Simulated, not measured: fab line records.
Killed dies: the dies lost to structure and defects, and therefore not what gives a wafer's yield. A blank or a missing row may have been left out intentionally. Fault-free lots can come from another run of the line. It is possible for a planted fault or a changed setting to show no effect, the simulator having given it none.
fab line records ; flow berkeley-cmos170
record: lots: 14; wafers: 42; last-day: 11
route steps=331 shown ACTIVE@75
lots that met no fault: taken from a fault-free run of the same line
start-h: the number of hours between the record's first day and the start of the first shown wafer of the lot ; wait-h: time in hours since the lot's previous step ; " the same as in the row above ; L1.1+2: several wafers, shown together as one row ; - no value, or no start was given ; * or withheld: withheld ; < > ~ a bound
route shown NAME@n: names a module that has steps shown in the file, with the first one's number in the route ; usual: mean/standard deviation taken from wafers without a fault ; same: alike in all rows ; chamber/n: place in a boat ; sites: readings site by site ; _std_site: standard deviation of those values ; _edge_site: outer sites' mean less inner sites' ; radius-mm: how far each site lies from the wafer's centre ; mask NAME#n: copy n ; behind: tool/chamber where the wafer was last shaped ; hold: reason for holding the lot/hours on hold/outcome of the hold ; device: transistor that didn't switch, given as n, p or np ; end of line: the same wafers' tests at the end of the route ; a step given without rows: its recipe and nothing more ; killed: at the first sort, the dies lost to defects and structure; wafer yield is something else ; map: shows each die of a wafer: x if killed, . if not, _ if none is there
set.NAME: the setting as run; set.NAME@STEP: as run at that earlier step ; model.NAME: the simulator's own value behind a step, which no gauge read
route steps across a sampled set of lots; one table per step, one row per wafer
services: when a tool's chamber went out of use (start-h, in hours from the record's first day, below 0 if earlier), for how many hours, and the reason
== steps ==
step: UCB170_ACTIVE_ETCH_15
recipe: chemistry: CH3F/Ar/O2; target: Si3N4; stop-on: SiO2; CH3F_flow_sccm: 20; Ar_flow_sccm: 50; O2_flow_sccm: 7; pressure-mtorr: 50; rf-w: 450; target-depth-a: 2420; over-etch-frac: 0.1; time-s: 151
usual: drypump-motor-current-A: 5.8/0.45; oes-product-au: 0.938/0.015; rf-fwd-power-W: 448.1/1.4; throttle-valve-pct: 8.11/0.12
lot.wafer;tool;chamber;start-h;wait-h;drypump-motor-current-A;oes-product-au;rf-fwd-power-W;rf-hours-counter-h;throttle-valve-pct
L626.2;rie-diel-03;3;68.33;0.0;6.1;0.934;447.9;37;8.14
L626.3;rie-diel-03;0;68.33;0.0;5.0;0.938;450.4;12;8.08
L626.6;rie-diel-03;0;68.33;0.0;5.0;0.953;449.1;-;8.06
L627.1;rie-diel-01;0;80.05;0.0;5.8;0.931;448.4;157;8.23
L627.2;rie-diel-01;1;80.05;0.0;6.2;0.932;446.5;16;7.99
L627.3;rie-diel-01;3;80.05;0.0;6.3;0.947;446.0;60;8.15
L630.1;rie-diel-02;1;95.85;0.0;6.4;0.934;449.7;149;8.16
L630.4;rie-diel-02;0;95.85;0.0;5.5;0.929;448.7;17;8.27
L630.5;rie-diel-02;3;95.85;0.0;6.1;0.925;447.4;-;8.10
L631.1;rie-diel-02;3;96.22;0.0;6.1;0.929;448.6;110;8.08
L631.2;rie-diel-02;2;96.22;0.0;5.3;0.938;448.9;33;8.22
L631.5;rie-diel-02;3;96.22;0.0;6.1;0.920;445.9;-;8.09
L632.1;rie-diel-03;0;104.06;0.0;5.0;0.936;450.4;13;8.06
L632.3;rie-diel-03;2;104.06;0.0;6.2;0.916;446.5;34;8.15
L632.4;rie-diel-03;1;104.06;0.0;5.3;0.967;449.7;30;7.83
L633.3;rie-diel-01;1;104.41;0.0;6.2;0.952;447.7;17;7.99
L633.4;rie-diel-01;3;104.41;0.0;6.3;0.947;448.4;61;8.13
L633.5;rie-diel-01;0;104.41;0.0;5.9;0.938;448.7;-;8.22
L634.1;rie-diel-03;2;115.60;0.0;6.2;0.933;449.4;34;8.14
L634.3;rie-diel-03;1;115.60;0.0;5.3;0.961;448.4;31;7.84
L634.4;rie-diel-03;0;115.60;0.0;5.0;0.946;447.4;14;8.05
L635.4;rie-diel-03;2;122.71;0.0;6.2;0.934;448.4;34;8.15
L635.5;rie-diel-03;2;122.71;0.0;6.2;0.925;448.1;-;8.14
L635.6;rie-diel-03;1;122.71;0.0;5.3;0.963;449.9;-;7.83
L637.1;rie-diel-02;1;138.49;0.0;6.4;0.933;447.0;151;8.16
L637.4;rie-diel-02;2;138.49;0.0;5.3;0.921;449.0;35;8.23
L637.5;rie-diel-02;1;138.49;0.0;6.4;0.936;446.2;-;8.15
L641.3;rie-diel-03;1;152.87;0.0;5.3;0.972;448.3;32;7.83
L641.4;rie-diel-03;3;152.87;0.0;6.1;0.918;375.0;40;8.12
L641.6;rie-diel-03;1;152.87;0.0;5.3;0.980;448.6;-;7.83
L639.3;rie-diel-01;3;153.48;0.0;6.3;0.949;445.4;64;8.13
L639.4;rie-diel-01;2;153.48;0.0;5.8;0.951;448.2;-;8.00
L639.5;rie-diel-01;3;153.48;0.0;6.3;0.951;446.0;-;8.14
L645.1;rie-diel-03;1;172.06;0.0;5.3;0.962;449.2;33;7.83
L645.4;rie-diel-03;3;172.06;0.0;6.1;0.913;375.4;41;8.12
L645.6;rie-diel-03;1;172.06;0.0;5.3;0.963;447.5;-;7.84
L646.1;rie-diel-01;3;180.15;0.0;6.3;0.951;446.7;65;8.13
L646.2;rie-diel-01;0;180.15;0.0;5.8;0.949;449.6;1;8.24
L646.3;rie-diel-01;1;180.15;0.0;6.2;0.934;444.9;20;8.00
L649.1;rie-diel-02;3;180.18;0.0;6.0;0.913;449.0;114;8.09
L649.3;rie-diel-02;0;180.18;0.0;5.5;0.929;449.8;21;8.27
L649.4;rie-diel-02;2;180.18;0.0;5.3;0.925;447.4;-;8.24
step: UCB170_ACTIVE_STRIP_16
recipe: chemistry: O2; power-w: 400; pressure-mtorr: 3500; platen-temp-c: withheld; o2-flow-sccm: 400; overash-fraction: 0.5
usual: drypump-motor-current-A: 5.6/0.32; oes-product-au: 0.721/0.0048; strip-time-to-endpoint-s: 18.37/0.09
lot.wafer;tool;chamber;start-h;wait-h;drypump-motor-current-A;oes-product-au;rf-hours-counter-h;strip-time-to-endpoint-s
L626.2;plasma-asher-01;0;68.43;0.1;5.3;0.725;35;18.34
L626.3;plasma-asher-01;1;68.43;0.1;5.2;0.718;-;18.22
L626.6;plasma-asher-01;1;68.43;0.1;5.2;0.719;-;18.20
L627.1;plasma-asher-02;0;80.15;0.1;5.7;0.720;36;18.33
L627.2;plasma-asher-02;1;80.15;0.1;5.4;0.715;36;18.44
L627.3;plasma-asher-02;1;80.15;0.1;5.4;0.727;-;18.35
L630.1;plasma-asher-04;0;95.96;0.1;5.8;0.729;39;18.50
L630.4;plasma-asher-04;1;95.96;0.1;6.1;0.718;-;18.51
L630.5;plasma-asher-04;1;95.96;0.1;6.1;0.726;-;18.53
L631.1;plasma-asher-02;1;96.32;0.1;5.4;0.720;38;18.44
L631.2;plasma-asher-02;0;96.32;0.1;5.8;0.723;38;18.29
L631.5;plasma-asher-02;0;96.32;0.1;5.7;0.712;-;18.47
L632.1;plasma-asher-01;1;104.16;0.1;5.2;0.716;38;18.32
L632.3;plasma-asher-01;0;104.16;0.1;5.3;0.720;-;18.37
L632.4;plasma-asher-01;1;104.16;0.1;5.2;0.726;-;18.27
L633.3;plasma-asher-02;0;104.54;0.1;5.7;0.716;-;18.48
L633.4;plasma-asher-02;1;104.54;0.1;5.4;0.722;-;18.31
L633.5;plasma-asher-02;1;104.54;0.1;5.4;0.713;-;18.32
L634.1;plasma-asher-04;1;115.70;0.1;6.1;0.720;41;18.45
L634.3;plasma-asher-04;1;115.70;0.1;6.1;0.724;-;18.31
L634.4;plasma-asher-04;0;115.70;0.1;5.8;0.725;-;18.18
L635.4;plasma-asher-04;0;122.84;0.1;5.7;0.716;-;18.52
L635.5;plasma-asher-04;0;122.84;0.1;5.8;0.723;-;18.32
L635.6;plasma-asher-04;1;122.84;0.1;6.1;0.721;-;18.29
L637.1;plasma-asher-01;0;138.59;0.1;5.3;0.720;2;18.34
L637.4;plasma-asher-01;0;138.59;0.1;5.3;0.724;-;18.32
L637.5;plasma-asher-01;1;138.59;0.1;5.2;0.725;-;18.37
L641.3;plasma-asher-02;1;153.01;0.1;5.4;0.724;-;18.29
L641.4;plasma-asher-02;0;153.01;0.1;5.7;0.726;-;18.68
L641.6;plasma-asher-02;1;153.01;0.1;5.4;0.722;-;18.34
L639.3;plasma-asher-01;0;153.62;0.1;5.3;0.722;-;18.43
L639.4;plasma-asher-01;1;153.62;0.1;5.1;0.713;-;18.38
L639.5;plasma-asher-01;0;153.62;0.1;5.3;0.713;-;18.47
L645.1;plasma-asher-02;1;172.16;0.1;5.4;0.722;47;18.29
L645.4;plasma-asher-02;0;172.16;0.1;5.7;0.727;-;18.69
L645.6;plasma-asher-02;1;172.16;0.1;5.4;0.719;-;18.30
L646.1;plasma-asher-04;1;180.25;0.1;6.1;0.727;49;18.29
L646.2;plasma-asher-04;0;180.25;0.1;5.8;0.725;49;18.41
L646.3;plasma-asher-04;1;180.25;0.1;6.1;0.719;-;18.41
L649.1;plasma-asher-02;1;180.28;0.1;5.4;0.724;48;18.55
L649.3;plasma-asher-02;0;180.28;0.1;5.7;0.718;-;18.42
L649.4;plasma-asher-02;1;180.28;0.1;5.4;0.716;-;18.47
== services ==
tool;chamber;start-h;hours;kind
rie-diel-01;0;46.29;4.1;repair
rie-diel-01;2;53.31;35.2;repair
rie-diel-03;-;94.63;2.8;pm
plasma-asher-01;-;108.78;9.0;pm
plasma-asher-01;0;108.78;9.0;vent-cycle
plasma-asher-01;1;108.78;9.0;vent-cycle
rie-diel-02;1;115.61;8.8;repair
plasma-asher-01;0;117.78;-;clean
plasma-asher-01;1;117.78;-;clean
plasma-asher-04;-;124.88;0.6;repair
rie-diel-01;0;136.68;-;clean
rie-diel-01;0;136.68;19.3;scheduled-down
rie-diel-01;0;136.68;19.3;vent-cycle
plasma-asher-01;-;165.91;4.3;pm
rie-diel-02;1;179.63;-;clean
rie-diel-02;1;179.63;21.5;scheduled-down
rie-diel-02;1;179.63;21.5;vent-cycle
== key ==
first-sign: step: UCB170_ACTIVE_ETCH_15; reading: rf-fwd-power-W; direction: down; sigmas: 53; usual: 448.1; struck: 375.2
effect: step: UCB170_ACTIVE_STRIP_16; reading: strip-time-to-endpoint-s; direction: up; sigmas: 3.5; usual: *; struck: *
met-at UCB170_ACTIVE_ETCH_15
struck-lots L641,L645
struck-wafers L641.4,L645.4
sort-left-out L641.4,L645.4
tester-left-out L641,L645
onset-between 68.33 152.87
fault: kind: process-parameter-drift; tool: rie-diel-03; chamber: 3; onset-h: 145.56; steps: UCB170_ACTIVE_ETCH_15; channel: rf-w; offset: -72; shape: step; end-h: 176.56; acts-in: these-recipes-only; stated: 450
tester-left-out: of these lots the tester's yield and bins aren't shown, on N5 and GAA mostly nor the transistor test; their killed dies are dies lost to structure and defects alone, not to doping, threshold or leakage, so they don't give the yield
sort-left-out: the simulated sort isn't trusted on such a fault, so these wafers' sort isn't shown, and their yield isn't known
